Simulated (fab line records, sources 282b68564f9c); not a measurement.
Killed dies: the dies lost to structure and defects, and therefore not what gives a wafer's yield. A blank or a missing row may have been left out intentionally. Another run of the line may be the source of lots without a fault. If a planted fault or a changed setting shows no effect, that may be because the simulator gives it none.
fab line records | flow rit-cmos | part 1 of 2: steps 1 to 35 of 47
[record] lots = 5 wafers = 15 last-day = 6
route steps=202 shown PLDD@115 SPACER@125 NSD@131 PSD@142 SDANNEAL@153 NLDD@160 SILICIDE@161
lots with no fault: from the same line, run without faults
start-h: hours from the record's opening day to when the first of the lot's shown wafers began | wait-h: how many hours have passed since the lot's step before this one | " as in the row above | L1.1+2: several wafers, shown together as one row | - either no value or no given start | * or withheld: withheld | < > ~ a bound
route shown NAME@n: names a module that has steps shown in the file, with the first one's number in the route | usual: mean and standard deviation over wafers with no fault | same: alike in all rows | chamber/n: place in a boat | sites: each site's reading | _std_site: standard deviation across them | _edge_site: inner sites' mean taken away from outer sites' mean | radius-mm: for every site, how far away it sits from the centre of the wafer | mask NAME#n: copy n | behind: the last tool/chamber to shape the wafer | hold: why the lot went on hold/how many hours it stayed there/how the hold came to an end | device: which transistor (n, p or np) failed to switch | end of line: the same wafers' tests at the end of the route | for a step that has no rows: nothing shown but its recipe | killed: not the wafer's yield, but the dies lost to structure and defects at the first sort | map: per-die view of a wafer (x killed, . not killed, _ where there is no die)
set.NAME: the setting the step ran with; set.NAME@STEP: the setting that earlier step ran with | model.NAME: the simulator's own value behind a step, which no gauge read
a table for each step, a row for each wafer; lots at some steps of the route
services: when a tool's chamber went out of use (start-h, in hours from the record's first day, below 0 if earlier), for how many hours, and the reason
[[steps]]
[step RIT_PLDD_COAT_01]
[recipe] resist = NOVOLAK spin-rpm = 3250 resist-thk-nm = 1000
[usual] spin-speed-rpm = 3250.0/1.7
// columns lot.wafer tool chamber start-h wait-h spin-speed-rpm
L074.1 litho-track-01 0 51.42 0.1 3253.5
L074.3 " 0 " " 3250.0
L074.4 " 0 " " 3251.4
L083.3 litho-track-02 0 92.48 0.1 3250.1
L083.5 " 0 " " 3250.3
L083.6 " 0 " " 3250.2
L085.3 litho-track-02 0 102.44 0.1 3244.4
L085.4 " 0 " " 3250.3
L085.5 " 0 " " 3248.7
L086.1 litho-track-04 0 107.18 0.1 3248.4
L086.3 " 0 " " 3249.6
L086.6 " 0 " " 3251.9
L089.3 litho-track-01 0 123.42 0.1 3251.7
L089.4 " 0 " " 3246.6
L089.5 " 0 " " 3247.7
[step RIT_PLDD_SOFTBAKE_02]
[recipe] resist = NOVOLAK temp-c = 90 time-s = 60
// columns lot.wafer tool chamber start-h wait-h
L074.1+3+4 litho-track-01 0 51.57 0.1
L083.3+5+6 litho-track-02 0 92.63 0.1
L085.3+4+5 litho-track-02 0 102.59 0.1
L086.1+3+6 litho-track-04 0 107.33 0.1
L089.3+4+5 litho-track-01 0 123.57 0.1
[step RIT_PLDD_EXPOSE_03]
[recipe] mask-id = M8 na = 0.57 target-cd-nm = 40900 dose-mj = 250
// columns lot.wafer tool chamber start-h wait-h mask
L074.1+3+4 iline-stepper-01 0 51.93 0.3 M8#0
L083.3+5+6 iline-stepper-01 0 92.77 0.1 M8#0
L085.3+4+5 iline-stepper-01 0 102.86 0.2 M8#0
L086.1+3+6 iline-stepper-02 0 107.61 0.2 M8#0
L089.3+4+5 iline-stepper-02 0 123.84 0.2 M8#0
[step RIT_PLDD_PEB_04]
[recipe] resist = NOVOLAK temp-c = withheld time-s = withheld
// columns lot.wafer tool chamber start-h wait-h
L074.1+3+4 litho-track-02 0 52.05 0.1
L083.3+5+6 litho-track-04 0 92.89 0.1
L085.3+4+5 litho-track-02 0 103.07 0.2
L086.1+3+6 litho-track-02 0 107.73 0.1
L089.3+4+5 litho-track-01 0 123.97 0.1
[step RIT_PLDD_DEVELOP_05]
[recipe] resist = NOVOLAK develop-time-s = 50 dev-temp-c = 23
[same] develop-time-s = 50
// columns lot.wafer tool chamber start-h wait-h
L074.1+3+4 litho-track-02 0 - -
L083.3+5+6 litho-track-04 0 - -
L085.3+4+5 litho-track-02 0 - -
L086.1+3+6 litho-track-02 0 - -
L089.3+4+5 litho-track-01 0 - -
[step RIT_PLDD_OVL_MEAS_06]
[usual] PLDD_OVL = -0.6/1.8
// columns lot.wafer tool chamber start-h wait-h PLDD_OVL[nm]
L074.1 overlay-02 - 52.33 - -2.0
L074.3 " - " " 0.4
L074.4 " - " " -0.3
L083.3 overlay-01 - 93.14 - -3.0
L083.5 " - " " -3.2
L083.6 " - " " -2.0
L085.3 overlay-01 - 103.31 - -1.8
L085.4 " - " " -1.3
L085.5 " - " " -3.0
L086.1 overlay-01 - 108.01 - 0.0
L086.3 " - " " -0.8
L086.6 " - " " -1.8
L089.3 overlay-01 - 124.21 - -0.4
L089.4 " - " " 0.6
L089.5 " - " " -1.9
[step RIT_PLDD_HARDBAKE_07]
[recipe] resist = NOVOLAK temp-c = 140 time-s = 60
// columns lot.wafer tool chamber start-h wait-h
L074.1+3+4 litho-track-04 0 52.56 0.2
L083.3+5+6 litho-track-01 0 93.21 0.1
L085.3+4+5 litho-track-04 0 103.39 0.1
L086.1+3+6 litho-track-02 0 108.04 0.0
L089.3+4+5 litho-track-04 0 124.29 0.1
[step RIT_PLDD_IMPLANT_08]
[recipe] species = BF2 energy-kev = 20 dose-cm2 = 9e+14 tilt-deg = 7
[usual] dose-ions-cm2 = 8.999e+14/1e+12
// columns lot.wafer tool chamber start-h wait-h dose-ions-cm2
L074.1 implanter-04 0 52.71 0.1 8.996e+14
L074.3 " 0 " " 8.995e+14
L074.4 " 0 " " 8.997e+14
L083.3 implanter-01 0 93.36 0.1 9.014e+14
L083.5 " 0 " " 9.005e+14
L083.6 " 0 " " 8.995e+14
L085.3 implanter-02 0 103.54 0.1 8.997e+14
L085.4 " 0 " " 9.004e+14
L085.5 " 0 " " 9.001e+14
L086.1 implanter-01 0 108.19 0.1 9.024e+14
L086.3 " 0 " " 9.003e+14
L086.6 " 0 " " 9.021e+14
L089.3 implanter-02 0 124.44 0.1 8.988e+14
L089.4 " 0 " " 8.984e+14
L089.5 " 0 " " 8.985e+14
[step RIT_PLDD_STRIP_09]
[recipe] chemistry = O2 time-s = 180 resist = NOVOLAK platen-temp-c = withheld power-w = 500 pressure-mtorr = 4000 o2-flow-sccm = 4000
[usual] drypump-motor-current-A = 5.4/0.41
// columns lot.wafer tool chamber start-h wait-h drypump-motor-current-A rf-hours-counter-h
L074.1 plasma-asher-02 1 52.86 0.1 6.0 39
L074.3 " 1 " " 6.0 -
L074.4 " 0 " " 5.3 -
L083.3 plasma-asher-02 1 93.52 0.1 6.1 -
L083.5 " 1 " " 6.1 -
L083.6 " 0 " " 5.3 -
L085.3 plasma-asher-02 1 103.69 0.1 6.0 -
L085.4 " 0 " " 5.3 -
L085.5 " 1 " " 6.0 -
L086.1 plasma-asher-03 1 108.34 0.1 5.4 46
L086.3 " 1 " " 5.4 -
L086.6 " 1 " " 5.3 -
L089.3 plasma-asher-03 1 124.59 0.1 5.3 -
L089.4 " 0 " " 4.8 -
L089.5 " 0 " " 4.8 -
[step RIT_PLDD_TW_MEAS_10]
[usual] PLDD_TW = 2362/25
// columns lot.wafer tool chamber start-h wait-h PLDD_TW
L074.1 film-metro-02 - 53.03 0.1 2374
L074.3 " - " " 2353
L074.4 " - " " 2364
L083.3 film-metro-01 - 93.66 0.1 2387
L083.5 " - " " 2377
L083.6 " - " " 2377
L085.3 film-metro-03 - 103.83 0.1 2325
L085.4 " - " " 2327
L085.5 " - " " 2333
L086.1 film-metro-03 - 108.52 0.1 2332
L086.3 " - " " 2330
L086.6 " - " " 2327
L089.3 film-metro-03 - 124.73 0.1 2349
L089.4 " - " " 2342
L089.5 " - " " 2343
[step RIT_SPACER_CLEAN_00]
[recipe] chemistry = SC1 mix = 3:3:50 time-s = 600 temp-c = 75
// columns lot.wafer tool chamber start-h wait-h
L074.1+3+4 wet-bench-01 0 53.09 0.1
L083.3+5+6 wet-bench-02 3 93.70 0.0
L085.3+4+5 wet-bench-01 2 103.87 0.0
L086.1+3+6 wet-bench-01 3 108.58 0.1
L089.3+4+5 wet-bench-03 3 124.77 0.0
[step RIT_SPACER_CLEAN_01]
[recipe] chemistry = dHF dilution = 50:1 time-s = 30
// columns lot.wafer tool chamber start-h wait-h
L074.1+3+4 wet-bench-03 1 53.28 0.0
L083.3+5+6 wet-bench-03 0 94.05 0.0
L085.3+4+5 wet-bench-03 2 104.05 0.0
L086.1+3+6 wet-bench-03 2 108.77 0.0
L089.3+4+5 wet-bench-02 0 124.95 0.0
[step RIT_SPACER_CLEAN_02]
[recipe] chemistry = SC2 mix = 3:3:50 time-s = 600 temp-c = 75 dry = n2-spin
// columns lot.wafer tool chamber start-h wait-h
L074.1+3+4 wet-bench-02 0 53.30 0.0
L083.3+5+6 wet-bench-01 0 94.06 0.0
L085.3+4+5 wet-bench-01 1 104.06 0.0
L086.1+3+6 wet-bench-02 1 108.79 0.0
L089.3+4+5 wet-bench-01 1 124.96 0.0
[step RIT_SPACER_CVD_03]
[recipe] material = Si3N4 target-thk-nm = 250 temp-c = 810 precursor = SiH2Cl2/NH3 time-s = 3300 pressure-mtorr = 300 sih2cl2-flow-sccm = 60 nh3-flow-sccm = 150
[usual] spike-tc-load-C = 834.3/2.5
// columns lot.wafer tool chamber start-h wait-h spike-tc-load-C
L074.1 lpcvd-02 1 53.51 0.0 832.6
L074.3 " 1 " " 829.6
L074.4 " 1 " " 831.8
L083.3 lpcvd-02 0 94.32 0.1 835.3
L083.5 " 0 " " 835.2
L083.6 " 0 " " 835.6
L085.3 lpcvd-02 0 104.24 0.0 836.5
L085.4 " 0 " " 836.9
L085.5 " 0 " " 838.2
L086.1 lpcvd-02 1 108.96 0.0 830.3
L086.3 " 1 " " 831.1
L086.6 " 1 " " 830.7
L089.3 lpcvd-02 0 125.15 0.0 833.6
L089.4 " 0 " " 836.6
L089.5 " 0 " " 836.2
[step RIT_SPACER_THK_MEAS_04]
[recipe] reads = Si3N4_of_SPACER_CVD_03
[usual] SPACER_NITRIDE_THK = 250.7/2.3
// columns lot.wafer tool chamber start-h wait-h SPACER_NITRIDE_THK[nm]
L074.1 film-metro-02 - 56.38 0.0 248.4
L074.3 " - " " 249.2
L074.4 " - " " 246.6
L083.3 film-metro-02 - 96.25 0.0 250.2
L083.5 " - " " 252.1
L083.6 " - " " 253.1
L085.3 film-metro-03 - 106.17 0.0 254.2
L085.4 " - " " 255.8
L085.5 " - " " 254.1
L086.1 film-metro-02 - 110.88 0.0 253.0
L086.3 " - " " 251.5
L086.6 " - " " 250.9
L089.3 film-metro-03 - 127.09 0.0 248.1
L089.4 " - " " 249.8
L089.5 " - " " 249.5
[step RIT_SPACER_ETCHBACK_05]
[recipe] target-depth-a = 2500 SF6_flow_sccm = 30 CHF3_flow_sccm = 30 target = Si3N4 chemistry = SF6/CHF3 pressure-mtorr = 40 rf-w = 250 time-s = 240 stop-on = SiO2
[usual] drypump-motor-current-A = 5.9/0.38 oes-product-au = 0.844/0.013 throttle-valve-pct = 10.23/0.15
// columns lot.wafer tool chamber start-h wait-h drypump-motor-current-A oes-product-au rf-hours-counter-h throttle-valve-pct
L074.1 rie-diel-02 3 56.44 0.1 5.9 0.856 100 10.39
L074.3 " 0 " " 6.1 0.826 160 10.52
L074.4 " 2 " " 5.3 0.826 108 10.25
L083.3 rie-diel-04 0 96.29 0.0 6.1 0.820 37 10.34
L083.5 " 2 " " 6.3 0.837 - 10.12
L083.6 " 1 " " 6.3 0.857 - 10.25
L085.3 rie-diel-03 1 106.21 0.0 5.9 0.863 4 10.29
L085.4 " 3 " " 6.5 0.848 8 10.11
L085.5 " 1 " " 5.9 0.855 - 10.27
L086.1 rie-diel-04 3 110.94 0.1 5.4 0.845 43 10.31
L086.3 " 0 " " 6.1 0.826 38 10.34
L086.6 " 2 " " 6.2 0.827 - 10.11
L089.3 rie-diel-02 0 127.13 0.0 6.2 0.841 0 10.53
L089.4 " 2 " " 5.3 0.824 110 10.25
L089.5 " 0 " " 6.2 0.852 - 10.54
[step RIT_NSD_HMDS_00]
[recipe] prime-time-s = 60 prime-temp-c = 140
// columns lot.wafer tool chamber start-h wait-h
L074.1+3+4 litho-track-02 0 56.59 0.1
L083.3+5+6 litho-track-01 0 96.49 0.1
L085.3+4+5 litho-track-03 0 106.41 0.1
L086.1+3+6 litho-track-02 0 111.09 0.1
L089.3+4+5 litho-track-02 0 127.33 0.1
[step RIT_NSD_COAT_01]
[recipe] resist = NOVOLAK spin-rpm = 3250 resist-thk-nm = 1000
[usual] spin-speed-rpm = 3250.0/1.7
// columns lot.wafer tool chamber start-h wait-h spin-speed-rpm
L074.1 litho-track-02 0 56.74 0.1 3251.2
L074.3 " 0 " " 3249.7
L074.4 " 0 " " 3252.7
L083.3 litho-track-01 0 96.64 0.1 3252.5
L083.5 " 0 " " 3250.7
L083.6 " 0 " " 3249.4
L085.3 litho-track-03 0 106.56 0.1 3248.1
L085.4 " 0 " " 3249.6
L085.5 " 0 " " 3247.5
L086.1 litho-track-02 0 111.24 0.1 3249.7
L086.3 " 0 " " 3250.8
L086.6 " 0 " " 3250.4
L089.3 litho-track-02 0 127.48 0.1 3249.2
L089.4 " 0 " " 3249.2
L089.5 " 0 " " 3249.8
[step RIT_NSD_SOFTBAKE_02]
[recipe] resist = NOVOLAK temp-c = 90 time-s = 60
// columns lot.wafer tool chamber start-h wait-h
L074.1+3+4 litho-track-02 0 56.89 0.1
L083.3+5+6 litho-track-01 0 96.79 0.1
L085.3+4+5 litho-track-03 0 106.71 0.1
L086.1+3+6 litho-track-02 0 111.39 0.1
L089.3+4+5 litho-track-02 0 127.63 0.1
[step RIT_NSD_EXPOSE_03]
[recipe] mask-id = M9 na = 0.57 target-cd-nm = 40700 dose-mj = 250
// columns lot.wafer tool chamber start-h wait-h mask
L074.1+3+4 iline-stepper-02 0 57.04 0.1 M9#0
L083.3+5+6 iline-stepper-01 0 97.06 0.2 M9#0
L085.3+4+5 iline-stepper-02 0 106.85 0.1 M9#0
L086.1+3+6 iline-stepper-01 0 111.66 0.2 M9#0
L089.3+4+5 iline-stepper-01 0 127.77 0.1 M9#0
[step RIT_NSD_PEB_04]
[recipe] resist = NOVOLAK temp-c = withheld time-s = withheld
// columns lot.wafer tool chamber start-h wait-h
L074.1+3+4 litho-track-01 0 57.16 0.1
L083.3+5+6 litho-track-03 0 97.19 0.1
L085.3+4+5 litho-track-02 0 106.98 0.1
L086.1+3+6 litho-track-02 0 111.78 0.1
L089.3+4+5 litho-track-02 0 127.90 0.1
[step RIT_NSD_DEVELOP_05]
[recipe] resist = NOVOLAK develop-time-s = 50 dev-temp-c = 23
[same] develop-time-s = 50
// columns lot.wafer tool chamber start-h wait-h
L074.1+3+4 litho-track-01 0 - -
L083.3+5+6 litho-track-03 0 - -
L085.3+4+5 litho-track-02 0 - -
L086.1+3+6 litho-track-02 0 - -
L089.3+4+5 litho-track-02 0 - -
[step RIT_NSD_OVL_MEAS_06]
[usual] NSD_OVL = -0.6/1.4
// columns lot.wafer tool chamber start-h wait-h NSD_OVL[nm]
L074.1 overlay-02 - 57.44 - 0.3
L074.3 " - " " 1.1
L074.4 " - " " 0.6
L083.3 overlay-01 - 97.43 - -1.4
L083.5 " - " " -2.6
L083.6 " - " " 0.1
L085.3 overlay-02 - 107.23 - 0.6
L085.4 " - " " 1.7
L085.5 " - " " 0.6
L086.1 overlay-01 - 112.06 - 1.4
L086.3 " - " " -0.5
L086.6 " - " " -2.1
L089.3 overlay-01 - 128.14 - -0.5
L089.4 " - " " -0.3
L089.5 " - " " -0.6
[step RIT_NSD_HARDBAKE_07]
[recipe] resist = NOVOLAK temp-c = 140 time-s = 60
// columns lot.wafer tool chamber start-h wait-h
L074.1+3+4 litho-track-02 0 57.48 0.0
L083.3+5+6 litho-track-02 0 97.50 0.1
L085.3+4+5 litho-track-03 0 107.30 0.1
L086.1+3+6 litho-track-02 0 112.10 0.0
L089.3+4+5 litho-track-01 0 128.22 0.1
[step RIT_NSD_IMPLANT_08]
[recipe] species = P energy-kev = 25 dose-cm2 = 1e+15 tilt-deg = 7
[usual] dose-ions-cm2 = 1.0003e+15/9.8e+11
// columns lot.wafer tool chamber start-h wait-h dose-ions-cm2
L074.1 implanter-01 0 57.63 0.1 1e+15
L074.3 " 0 " " 9.999e+14
L074.4 " 0 " " 9.997e+14
L083.3 implanter-03 0 97.65 0.1 1.0011e+15
L083.5 " 0 " " 1.0003e+15
L083.6 " 0 " " 9.995e+14
L085.3 implanter-01 0 107.45 0.1 9.991e+14
L085.4 " 0 " " 9.992e+14
L085.5 " 0 " " 1.0005e+15
L086.1 implanter-04 0 112.25 0.1 1.0001e+15
L086.3 " 0 " " 1e+15
L086.6 " 0 " " 1.0007e+15
L089.3 implanter-03 0 128.37 0.1 1.0015e+15
L089.4 " 0 " " 1.0007e+15
L089.5 " 0 " " 1.0002e+15
[step RIT_NSD_STRIP_09]
[recipe] chemistry = O2 time-s = 180 resist = NOVOLAK platen-temp-c = withheld power-w = 500 pressure-mtorr = 4000 o2-flow-sccm = 4000
[usual] drypump-motor-current-A = 5.6/0.43
// columns lot.wafer tool chamber start-h wait-h drypump-motor-current-A rf-hours-counter-h
L074.1 plasma-asher-04 0 57.78 0.1 6.3 42
L074.3 " 0 " " 6.3 -
L074.4 " 1 " " 5.7 -
L083.3 plasma-asher-04 0 97.81 0.1 6.3 -
L083.5 " 0 " " 6.3 -
L083.6 " 1 " " 5.7 -
L085.3 plasma-asher-03 0 107.61 0.1 4.8 -
L085.4 " 1 " " 5.3 -
L085.5 " 1 " " 5.3 -
L086.1 plasma-asher-04 0 112.40 0.1 6.3 48
L086.3 " 0 " " 6.3 -
L086.6 " 0 " " 6.3 -
L089.3 plasma-asher-04 0 128.53 0.1 6.3 -
L089.4 " 1 " " 5.7 -
L089.5 " 1 " " 5.7 -
[step RIT_NSD_TW_MEAS_10]
[usual] NSD_TW = 3131/38
// columns lot.wafer tool chamber start-h wait-h NSD_TW
L074.1 film-metro-02 - 57.95 0.1 3143
L074.3 " - " " 3131
L074.4 " - " " 3143
L083.3 film-metro-01 - 97.95 0.1 3168
L083.5 " - " " 3173
L083.6 " - " " 3143
L085.3 film-metro-01 - 107.75 0.1 3166
L085.4 " - " " 3168
L085.5 " - " " 3144
L086.1 film-metro-01 - 112.57 0.1 3162
L086.3 " - " " 3164
L086.6 " - " " 3163
L089.3 film-metro-03 - 128.66 0.1 3122
L089.4 " - " " 3099
L089.5 " - " " 3092
[step RIT_PSD_HMDS_00]
[recipe] prime-time-s = 60 prime-temp-c = 140
// columns lot.wafer tool chamber start-h wait-h
L074.1+3+4 litho-track-02 0 58.01 0.1
L083.3+5+6 litho-track-02 0 98.04 0.1
L085.3+4+5 litho-track-03 0 107.92 0.2
L086.1+3+6 litho-track-04 0 112.63 0.1
L089.3+4+5 litho-track-04 0 128.75 0.1
[step RIT_PSD_COAT_01]
[recipe] resist = NOVOLAK spin-rpm = 3250 resist-thk-nm = 1000
[usual] spin-speed-rpm = 3250.3/1.8
// columns lot.wafer tool chamber start-h wait-h spin-speed-rpm
L074.1 litho-track-02 0 58.16 0.1 3249.1
L074.3 " 0 " " 3251.2
L074.4 " 0 " " 3250.6
L083.3 litho-track-02 0 98.19 0.1 3253.5
L083.5 " 0 " " 3252.1
L083.6 " 0 " " 3249.3
L085.3 litho-track-03 0 108.07 0.1 3250.8
L085.4 " 0 " " 3249.5
L085.5 " 0 " " 3250.2
L086.1 litho-track-04 0 112.78 0.1 3249.1
L086.3 " 0 " " 3248.1
L086.6 " 0 " " 3249.6
L089.3 litho-track-04 0 128.90 0.1 3251.1
L089.4 " 0 " " 3252.1
L089.5 " 0 " " 3254.5
[step RIT_PSD_SOFTBAKE_02]
[recipe] resist = NOVOLAK temp-c = 90 time-s = 60
// columns lot.wafer tool chamber start-h wait-h
L074.1+3+4 litho-track-02 0 58.31 0.1
L083.3+5+6 litho-track-02 0 98.34 0.1
L085.3+4+5 litho-track-03 0 108.22 0.1
L086.1+3+6 litho-track-04 0 112.93 0.1
L089.3+4+5 litho-track-04 0 129.05 0.1
[step RIT_PSD_EXPOSE_03]
[recipe] mask-id = M10 na = 0.57 target-cd-nm = 40900 dose-mj = 250
// columns lot.wafer tool chamber start-h wait-h mask
L074.1+3+4 iline-stepper-01 0 58.46 0.1 M10#0
L083.3+5+6 iline-stepper-01 0 98.60 0.2 M10#0
L085.3+4+5 iline-stepper-02 0 108.48 0.2 M10#0
L086.1+3+6 iline-stepper-01 0 113.21 0.2 M10#0
L089.3+4+5 iline-stepper-02 0 129.32 0.2 M10#0
[step RIT_PSD_PEB_04]
[recipe] resist = NOVOLAK temp-c = withheld time-s = withheld
// columns lot.wafer tool chamber start-h wait-h
L074.1+3+4 litho-track-04 0 58.58 0.1
L083.3+5+6 litho-track-04 0 98.73 0.1
L085.3+4+5 litho-track-02 0 108.61 0.1
L086.1+3+6 litho-track-04 0 113.33 0.1
L089.3+4+5 litho-track-02 0 129.44 0.1
[step RIT_PSD_DEVELOP_05]
[recipe] resist = NOVOLAK develop-time-s = 50 dev-temp-c = 23
[same] develop-time-s = 50
// columns lot.wafer tool chamber start-h wait-h
L074.1+3+4 litho-track-04 0 - -
L083.3+5+6 litho-track-04 0 - -
L085.3+4+5 litho-track-02 0 - -
L086.1+3+6 litho-track-04 0 - -
L089.3+4+5 litho-track-02 0 - -
[step RIT_PSD_OVL_MEAS_06]
[usual] PSD_OVL = -0.6/1.5
// columns lot.wafer tool chamber start-h wait-h PSD_OVL[nm]
L074.1 overlay-01 - 58.86 - 0.8
L074.3 " - " " 1.8
L074.4 " - " " 0.7
L083.3 overlay-01 - 98.98 - 0.5
L083.5 " - " " -1.9
L083.6 " - " " -3.1
L085.3 overlay-01 - 108.86 - -2.2
L085.4 " - " " -2.1
L085.5 " - " " -1.1
L086.1 overlay-02 - 113.61 - -0.7
L086.3 " - " " -2.9
L086.6 " - " " 0.0
L089.3 overlay-02 - 129.69 - -1.3
L089.4 " - " " 0.3
L089.5 " - " " 0.2
[step RIT_PSD_HARDBAKE_07]
[recipe] resist = NOVOLAK temp-c = 140 time-s = 60
// columns lot.wafer tool chamber start-h wait-h
L074.1+3+4 litho-track-03 0 58.96 0.1
L083.3+5+6 litho-track-03 0 99.05 0.1
L085.3+4+5 litho-track-04 0 108.93 0.1
L086.1+3+6 litho-track-02 0 113.65 0.0
L089.3+4+5 litho-track-04 0 129.76 0.1
